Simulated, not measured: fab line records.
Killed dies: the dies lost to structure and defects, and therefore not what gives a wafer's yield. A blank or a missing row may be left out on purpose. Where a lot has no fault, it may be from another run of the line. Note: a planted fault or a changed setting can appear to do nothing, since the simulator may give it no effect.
Commonality check across tools	flow berkeley cmos170	Sampled: 15 lots, 54 wafers

== REASON FOR OPENING ==
3 of 15 lots carry a flag on the reading PWELL_TW at UCB170_PWELL_TW_MEAS_17. Wafers without a fault read 378, standard deviation 3.
Rule: a lot is flagged when every wafer of it that has a number lies more than 4 standard deviations from that mean, or none has a number. All remaining lots are regarded as sound.

lot	measured	on	PWELL_TW, wafer by wafer	flag
L385	day 3 07:09	film metro-03	382 382 381	
L387	day 3 14:41	film metro-03	382 383 378	
L388	day 4 02:59	film metro-04	379 379 377	
L392	day 4 20:03	film metro-04	378 376 379	
L393	day 4 20:19	film metro-03	381 379 383	
L394	day 5 06:23	film metro-04	359 361 360 361 360 360	FLAGGED
L395	day 5 15:10	film metro-03	363 364 363 362 363 364	FLAGGED
L396	day 5 15:24	film metro-03	378 380 379	
L397	day 5 19:56	film metro-03	363 362 363 364 364 363	FLAGGED
L399	day 6 04:19	film metro-02	374 374 373	
L402	day 7 01:32	film metro-04	377 377 376	
L404	day 7 10:14	film metro-04	378 378 377	
L406	day 7 23:14	film metro-02	373 375 372	
L407	day 8 11:33	film metro-03	381 380 380	
L408	day 8 11:49	film metro-03	383 380 381	
The numbers of the flagged lots are 362 on average: -16 against the usual, or -5 standard deviations.

== WHICH TOOL RAN EACH LOT ==
The record keeps 1 process step preceding the reading, out of 331 steps on the route. Cell contents, in order: the tool; ch with the chambers the sampled wafers went through; the start.
lot	flag	UCB170_PWELL_IMPLANT_15
L385		implanter-03 ch 0, day 3 06:54
L387		implanter-02 ch 0, day 3 14:26
L388		implanter-04 ch 0, day 4 02:44
L392		implanter-03 ch 0, day 4 19:49
L393		implanter-04 ch 0, day 4 20:04
L394	FLAGGED	implanter-02 ch 0, day 5 06:08
L395	FLAGGED	implanter-02 ch 0, day 5 14:55
L396		implanter-03 ch 0, day 5 15:09
L397	FLAGGED	implanter-02 ch 0, day 5 19:41
L399		implanter-03 ch 0, day 6 04:04
L402		implanter-03 ch 0, day 7 01:17
L404		implanter-03 ch 0, day 7 10:00
L406		implanter-04 ch 0, day 7 23:01
L407		implanter-04 ch 0, day 8 11:20
L408		implanter-02 ch 0, day 8 11:35
These steps, and what they do:
- UCB170_PWELL_IMPLANT_15
- UCB170_PWELL_TW_MEAS_17

== FLAGGED AGAINST TOTAL, ONE TOOL AT A TIME (gauges that did the reading follow at the end) ==
step	tool	lots run	flagged	share of the flagged lots	sound lots run after its first flagged lot
UCB170_PWELL_IMPLANT_15	implanter-02	5	3	all	1 (L408)
UCB170_PWELL_IMPLANT_15	implanter-03	6	0	none	-
UCB170_PWELL_IMPLANT_15	implanter-04	4	0	none	-
UCB170_PWELL_TW_MEAS_17	film metro-02	2	0	none	-
UCB170_PWELL_TW_MEAS_17	film metro-03	8	2	some	3 (L396,L407,L408)
UCB170_PWELL_TW_MEAS_17	film metro-04	5	1	some	2 (L402,L404)

== THE TABLE: WHAT IT ALLOWS ==
Rows of the table that ran each flagged lot: 1, that is implanter-02 at UCB170_PWELL_IMPLANT_15.
- implanter-02 at UCB170_PWELL_IMPLANT_15 ran 5 lots, 3 of them flagged. After the first flagged lot (L408), sound lots still ran on it; a lasting fault on the whole tool would not permit that. Its own readings (dose ions cm2, faraday current uA) fall more than 4 standard deviations out on all wafers of the flagged lots.
None of the table's rows ran every flagged lot and, after the first, no sound lot.

== WHAT WAS PUT IN BY THE SIMULATOR ==
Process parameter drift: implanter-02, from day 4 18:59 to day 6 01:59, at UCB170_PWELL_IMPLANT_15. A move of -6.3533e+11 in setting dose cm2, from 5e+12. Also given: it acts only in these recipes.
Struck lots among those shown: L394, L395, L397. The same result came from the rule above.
